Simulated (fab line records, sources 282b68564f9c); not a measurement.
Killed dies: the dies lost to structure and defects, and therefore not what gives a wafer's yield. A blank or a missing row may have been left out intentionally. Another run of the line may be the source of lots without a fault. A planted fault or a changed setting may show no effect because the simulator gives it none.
Struck lot and sound lot, side by side || flow ritCmos || 21 steps out of a route of 202
Sound: the wafers L175.1, L175.2, L175.4. Struck: wafers L189.1, L189.5, L189.6. Last of all comes the cause.
Per side, at each step with rows, come the tool, then ch with its chambers, and then its first start. Under that, the readings that differ: sound wafers || struck wafers || difference of the means || sigmas: that difference in standard deviations of wafers without a fault.
alike: a reading whose means differ by less than 2 such deviations, as well as words and numbers matching on both sides. not compared: withheld readings; readings where some wafer has no value; bounds like >300 that might hide an equal value; numbers whose values overlap and for which the record gives no deviation.
Wherever a step has rows on one side only, a row that says differs or no value, or a row with sigmas, the two part there. When numbers do not overlap yet have no deviation, they are printed without sigmas and do not part them. Lack of a reading on every wafer of one side parts them only where that side has two or more wafers.

first, 2 steps without rows for these wafers: RIT_NSD_HARDBAKE_07 (time 60 s); RIT_NSD_IMPLANT_08.
RIT_NSD_STRIP_09: strips in O2, time 180 s.
  sound on plasmaAsher-04 ch 0,1, day 3 23:58; struck on plasmaAsher-04 ch 0,1, day 7 14:25
  alike: drypumpMotorCurrentA
  not compared: rfHoursCounterH
RIT_NSD_TW_MEAS_10:
  sound: filmMetro-02 at day 4 00:09; struck: filmMetro-01 at day 7 14:35
  alike: NSD_TW
then, 6 steps without rows for these wafers: RIT_PSD_HMDS_00 (prime time 60 s); RIT_PSD_COAT_01 (resist thk 1000 nm); RIT_PSD_SOFTBAKE_02 (time 60 s); RIT_PSD_EXPOSE_03 (exposes mask M10, target cd 40900 nm); RIT_PSD_PEB_04; RIT_PSD_DEVELOP_05 (develop time 48.93 s).
RIT_PSD_OVL_MEAS_06:
  sound: overlay-02 at day 4 01:11; struck: overlay-01 at day 7 15:37
{"reading": "PSD_OVL (nm)", "sound": "1.0 1.8 2.9", "struck": "-2.0 -2.0 -2.9", "difference": -4.2, "sigmas": -3}
then, 1 step without rows for these wafers: RIT_PSD_HARDBAKE_07 (time 60 s).
RIT_PSD_IMPLANT_08:
  sound on implanter-02 ch 0, day 4 01:22; struck on implanter-04 ch 0, day 7 15:49
{"reading": "implantIonAmu", "sound": "49 49 49", "struck": "75 75 75", "difference": "+26", "sigmas": ""}
{"reading": "model.implant.drpNm (nm)", "sound": "12.05 12.05 12.05", "struck": "8.906 8.906 8.906", "difference": -3.144, "sigmas": ""}
{"reading": "model.implant.rpNm (nm)", "sound": "21.7 21.7 21.7", "struck": "19.17 19.17 19.17", "difference": -2.53, "sigmas": ""}
  alike: tiltDeg
RIT_PSD_STRIP_09: strips in O2, time 180 s.
  sound on plasmaAsher-03 ch 0,1, day 4 01:31; struck on plasmaAsher-03 ch 0,1, day 7 15:58
  alike: drypumpMotorCurrentA
  not compared: rfHoursCounterH
RIT_PSD_TW_MEAS_10:
  sound: filmMetro-04 at day 4 01:41; struck: filmMetro-04 at day 7 16:08
{"reading": "PSD_TW", "sound": "3445 3440 3452", "struck": "3489 3493 3463", "difference": "+36", "sigmas": "+2"}
then, 3 steps without rows for these wafers: RIT_SDANNEAL_CLEAN_00 (cleans in SC1, time 600 s); RIT_SDANNEAL_CLEAN_01 (cleans in dHF, time 30 s); RIT_SDANNEAL_CLEAN_02 (cleans in SC2, time 600 s).
RIT_SDANNEAL_RTA_03: time 5 s.
  sound on rtpAnneal-02 ch 0, day 4 02:07; struck on rtpAnneal-02 ch 0, day 7 16:35
  alike: wafer_temp_C_max
RIT_SDANNEAL_RS_MEAS_04: measurement is done with a four-point probe.
  sound: filmMetro-04 at day 4 02:11; struck: filmMetro-01 at day 7 16:38
{"reading": "PSD_RS (ohm/sq)", "sound": "115.8 115.7 115.9", "struck": "50.4 50.5 50.5", "difference": -65.3, "sigmas": "-99 or more"}
RIT_SDANNEAL_RS_MEAS_05: measurement is done with a four-point probe.
  sound: filmMetro-04 at day 4 02:18; struck: filmMetro-01 at day 7 16:45
  alike: NSD_RS

WHERE THEY PART
At RIT_PSD_OVL_MEAS_06 first; at RIT_SDANNEAL_RS_MEAS_04 last (within this record only). Later steps at which nothing parts them and some readings are alike: RIT_SDANNEAL_RS_MEAS_05.

WHY: what the simulator had put in
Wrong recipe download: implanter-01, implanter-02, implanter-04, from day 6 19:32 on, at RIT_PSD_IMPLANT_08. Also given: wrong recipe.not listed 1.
